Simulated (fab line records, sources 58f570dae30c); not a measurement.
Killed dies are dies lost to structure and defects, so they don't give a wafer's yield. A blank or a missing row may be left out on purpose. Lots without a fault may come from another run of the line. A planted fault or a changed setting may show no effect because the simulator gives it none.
Which tool did it? | flow berkeley_cmos170 | 6 lots, 18 wafers sampled, at 1 step of a route of 331

WHAT THE GAUGES READ, wafer by wafer
UCB170_START_BOW_MEAS_00.
lot  | measured    | on            | INCOMING_BOW (um)
L562 | day 1 20:00 | film_metro-02 | -6 0 3
L565 | day 2 11:01 | film_metro-02 | -9 -12 9
L567 | day 2 21:01 | film_metro-04 | -3 -2 4
L571 | day 3 17:00 | film_metro-04 | -4 -7 -9
L579 | day 5 09:04 | film_metro-02 | 10 0 5
L582 | day 6 00:00 | film_metro-02 | -2 -8 1

WHICH TOOL RAN EACH LOT (tool, then ch and the chambers of the sampled wafers, then the start)
The record holds no process step before these readings.

THE ANSWER, worked out from the rows above alone
Rule: what is usual is taken from the lots themselves. Put in order of their means at a reading, lots are off if they are a third of the lots or fewer, leave a main group of 4 or more, and stand apart from it by a gap of 3 or more times the standard deviation of the main group's means; of several such gaps the widest counts. A main group whose means are all the same, to the digits that the tables above print for the reading, isn't used. A lot without any number at a reading at which 4 lots or more have one is off too. The other lots that the step has rows for count as sound.
No lot is off at any reading shown: from this, nothing can be told.

WHAT THE SIMULATOR HAD PUT IN
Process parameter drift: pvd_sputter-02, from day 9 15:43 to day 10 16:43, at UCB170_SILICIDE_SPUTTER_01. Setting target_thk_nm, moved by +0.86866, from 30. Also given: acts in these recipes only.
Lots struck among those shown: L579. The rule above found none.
